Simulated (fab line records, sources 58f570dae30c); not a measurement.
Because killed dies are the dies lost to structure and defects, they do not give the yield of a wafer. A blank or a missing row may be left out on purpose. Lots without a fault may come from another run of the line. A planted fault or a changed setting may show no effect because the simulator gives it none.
Check for tools in common	flow berkeley cmos170	Lots sampled 13, wafers sampled 39

WHY IT WAS OPENED
Of 13 lots, 1 have the reading NSD_TW flagged at UCB170_NSD_TW_MEAS_10. Wafers without a fault read 4186, standard deviation 28.
Rule: a lot is flagged when every wafer of it that has a number lies more than 4 standard deviations from that mean, or none has a number. The other lots count as sound.

lot	measured	on	NSD_TW, wafer by wafer	flag
L274	day 7 00:07	film metro-04	4216 4213 4223	
L278	day 7 16:39	film metro-03	4173 4173 4174	
L277	day 7 18:39	film metro-01	4171 4172 4200	
L281	day 7 22:14	film metro-03	4155 4154 4175	
L280	day 7 22:47	film metro-04	4223 4221 4215	
L282	day 8 20:22	film metro-01	4161 4143 4137	
L285	day 9 02:44	film metro-03	4194 4191 4205	
L286	day 9 03:17	film metro-01	30 30 30	FLAGGED
L290	day 9 22:02	film metro-03	4192 4189 4182	
L292	day 10 09:38	film metro-04	4177 4138 4158	
L294	day 10 13:31	film metro-04	4188 4184 4186	
L293	day 10 13:47	film metro-03	4222 4223 4194	
L297	day 11 02:28	film metro-01	4168 4160 4140	
Flagged lots average 30: -4156 relative to the usual, that is -99 or more standard deviations.

TOOL THAT RAN EACH LOT
Before the reading, the record contains 2 process steps out of a 331-step route. Every cell lists first the tool, next ch and the chambers used by the sampled wafers, and last the start.
lot	flag	UCB170_PSD_STRIP_09	UCB170_NSD_STRIP_09
L274		plasma asher-04 ch 0,1, day 6 21:08	plasma asher-02 ch 0,1, day 7 00:01
L278		plasma asher-02 ch 0, day 7 14:23	plasma asher-03 ch 1, day 7 16:32
L277		plasma asher-02 ch 0,1, day 7 15:17	plasma asher-01 ch 0,1, day 7 18:32
L281		plasma asher-01 ch 0,1, day 7 20:22	plasma asher-03 ch 0,1, day 7 22:09
L280		plasma asher-04 ch 0,1, day 7 20:49	plasma asher-03 ch 0,1, day 7 22:40
L282		plasma asher-02 ch 0,1, day 8 18:22	plasma asher-03 ch 0,1, day 8 20:16
L285		plasma asher-01 ch 0,1, day 9 00:49	plasma asher-03 ch 0,1, day 9 02:38
L286	FLAGGED	plasma asher-02 ch 0,1, day 9 01:16	plasma asher-02 ch 0,1, day 9 03:11
L290		plasma asher-01 ch 0,1, day 9 19:12	plasma asher-03 ch 0,1, day 9 21:57
L292		plasma asher-04 ch 0,1, day 10 07:38	plasma asher-02 ch 0,1, day 10 09:33
L294		plasma asher-01 ch 0,1, day 10 11:33	plasma asher-01 ch 0,1, day 10 13:26
L293		plasma asher-04 ch 0,1, day 10 11:47	plasma asher-02 ch 0,1, day 10 13:40
L297		plasma asher-01 ch 0,1, day 10 22:59	plasma asher-01 ch 0,1, day 11 02:22
What is done by these steps:
- UCB170_PSD_STRIP_09: strips in O2.
- UCB170_NSD_STRIP_09: strips in O2.
- UCB170_NSD_TW_MEAS_10

FLAGGED OVER TOTAL, TOOL BY TOOL (the gauges that took the reading come last)
step	tool	lots run	flagged	share of the flagged lots	sound lots run after its first flagged lot
UCB170_PSD_STRIP_09	plasma asher-01	5	0	none	-
UCB170_PSD_STRIP_09	plasma asher-02	4	1	all	0
UCB170_PSD_STRIP_09	plasma asher-04	4	0	none	-
UCB170_NSD_STRIP_09	plasma asher-01	3	0	none	-
UCB170_NSD_STRIP_09	plasma asher-02	4	1	all	2 (L292,L293)
UCB170_NSD_STRIP_09	plasma asher-03	6	0	none	-
UCB170_NSD_TW_MEAS_10	film metro-01	4	1	all	1 (L297)
UCB170_NSD_TW_MEAS_10	film metro-03	5	0	none	-
UCB170_NSD_TW_MEAS_10	film metro-04	4	0	none	-

WHAT THE TABLE PERMITS
plasma asher-02 at UCB170_PSD_STRIP_09, plasma asher-02 at UCB170_NSD_STRIP_09 and film metro-01 at UCB170_NSD_TW_MEAS_10: these 3 rows of the table ran every flagged lot.
- plasma asher-02 at UCB170_PSD_STRIP_09: 1 of its 4 lots flagged. It ran its last sound lot, L282, at day 8 18:22 and its first flagged lot, L286, at day 9 01:16: a fault with its onset between the two fits. Its own readings (oes product au) fall more than 4 standard deviations out on all wafers of the flagged lots.
- plasma asher-02 at UCB170_NSD_STRIP_09: 1 of its 4 lots flagged. Lots that were sound ran on it after the first flagged one (L292, L293); a persistent fault on the entire tool would not allow that. Its own readings (oes product au, strip time to endpoint s) fall more than 4 standard deviations out on all wafers of the flagged lots.
- film metro-01 at UCB170_NSD_TW_MEAS_10: 1 of its 4 lots flagged. Lots that were sound ran on it after the first flagged one (L297); a persistent fault on the entire tool would not allow that.
What remains is a single tool, plasma asher-02 at UCB170_PSD_STRIP_09.

WHAT HAD BEEN PUT IN BY THE SIMULATOR
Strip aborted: plasma asher-02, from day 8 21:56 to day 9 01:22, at UCB170_PSD_STRIP_09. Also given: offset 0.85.
Shown lots that were struck: L286. This agrees with what the rule above found.
